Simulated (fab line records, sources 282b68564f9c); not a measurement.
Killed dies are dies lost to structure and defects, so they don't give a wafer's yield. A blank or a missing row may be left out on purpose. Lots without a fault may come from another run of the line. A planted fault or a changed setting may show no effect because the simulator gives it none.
A struck lot beside a sound one | flow rit_cmos | 21 steps out of a route of 202
Sound: wafers L371.1, L371.4, L371.6. Struck: wafers L377.1, L377.3, L377.5. The cause comes at the end.
At each step with rows: each side's tool, then ch and its chambers, then its first start. Under that, the readings that differ: sound wafers | struck wafers | difference of the means | sigmas: that difference in standard deviations of wafers without a fault.
alike: readings whose means differ by less than 2 such deviations, and words and numbers that are the same on both sides. not compared: withheld readings, readings that some wafer has no value for, bounds like >300 that may hide the same value, and numbers for which the record gives no deviation and whose values overlap.
The two part at a step that has a row with sigmas, a row that says differs or no value, or rows on one side only. Numbers that don't overlap but have no deviation are shown without sigmas and don't part them. A reading that every wafer of one side lacks parts them only if that side has two wafers or more.

RIT_PLDD_OVL_MEAS_06:
  sound on overlay-01, day 3 21:40; struck on overlay-02, day 5 02:23
  alike: PLDD_OVL
then, 2 steps without rows for these wafers: RIT_PLDD_HARDBAKE_07 (time 60 s); RIT_PLDD_IMPLANT_08.
RIT_PLDD_STRIP_09: strips in O2, time 180 s.
  sound on plasma_asher-04 ch 0,1, day 3 22:00; struck on plasma_asher-02 ch 0,1, day 5 02:43
  alike: drypump_motor_current_A, o2_flow_sccm
  not compared: rf_hours_counter_h
RIT_PLDD_TW_MEAS_10:
  sound on film_metro-02, day 3 22:10; struck on film_metro-01, day 5 02:54
  alike: PLDD_TW
then, 4 steps without rows for these wafers: RIT_SPACER_CLEAN_00 (cleans in SC1, time 600 s); RIT_SPACER_CLEAN_01 (cleans in dHF, time 30 s); RIT_SPACER_CLEAN_02 (cleans in SC2, time 600 s); RIT_SPACER_CVD_03 (deposits Si3N4 from SiH2Cl2/NH3, target thk 250 nm, time 3300 s).
RIT_SPACER_THK_MEAS_04:
  sound on film_metro-01, day 4 01:10; struck on film_metro-03, day 5 06:13
  reading                 | sound             | struck            | difference | sigmas
  SPACER_NITRIDE_THK (nm) | 245.4 245.5 247.1 | 252.0 252.4 250.2 | +5.5       | +2
RIT_SPACER_ETCHBACK_05: etches Si3N4 in SF6/CHF3, stops on SiO2, target depth 250 nm, time 240 s.
  sound on rie_diel-02 ch 1,3, day 4 01:14; struck on rie_diel-03 ch 0,2, day 5 06:17
  alike: drypump_motor_current_A, oes_product_au, throttle_valve_pct
  not compared: rf_hours_counter_h
then, 1 step without rows for these wafers: RIT_NSD_HMDS_00 (prime time 60 s).
RIT_NSD_COAT_01: resist thk 1000 nm.
  sound on litho_track-02 ch 0, day 4 01:32; struck on litho_track-02 ch 0, day 5 06:35
  reading                                  | sound          | struck            | difference | sigmas
  model.NOVOLAK_of_NSD_COAT_01.thk_nm (nm) | 1003 1000 1002 | 979.7 980.7 980.2 | -21.5      |
then, 4 steps without rows for these wafers: RIT_NSD_SOFTBAKE_02 (time 60 s); RIT_NSD_EXPOSE_03 (exposes mask M9, target cd 40700 nm); RIT_NSD_PEB_04; RIT_NSD_DEVELOP_05 (develop time 50 s).
RIT_NSD_OVL_MEAS_06:
  sound on overlay-02, day 4 02:22; struck on overlay-02, day 5 07:24
  alike: NSD_OVL
RIT_NSD_HARDBAKE_07: time 60 s.
  sound on litho_track-02 ch 0, day 4 02:26; struck on litho_track-04 ch 0, day 5 07:26
  reading                                  | sound           | struck          | difference | sigmas
  model.NOVOLAK_of_NSD_COAT_01.thk_nm (nm) | 886.2 884 885.3 | 866 866.9 866.4 | -19        |
  alike: heater_power_total_W
then, 1 step without rows for these wafers: RIT_NSD_IMPLANT_08.
RIT_M1_PROBE_99:
  sound on prober-02, day 4 12:43; struck on prober-01, day 5 17:28
  alike: killed_at_contacts, killed_at_front_end, killed_dies, killed_open, killed_short

WHERE THEY PART
Only at RIT_SPACER_THK_MEAS_04, within this record. Later steps at which nothing parts them and some readings are alike: RIT_SPACER_ETCHBACK_05, RIT_NSD_OVL_MEAS_06, RIT_NSD_HARDBAKE_07, RIT_M1_PROBE_99.

WHY: what the simulator had put in
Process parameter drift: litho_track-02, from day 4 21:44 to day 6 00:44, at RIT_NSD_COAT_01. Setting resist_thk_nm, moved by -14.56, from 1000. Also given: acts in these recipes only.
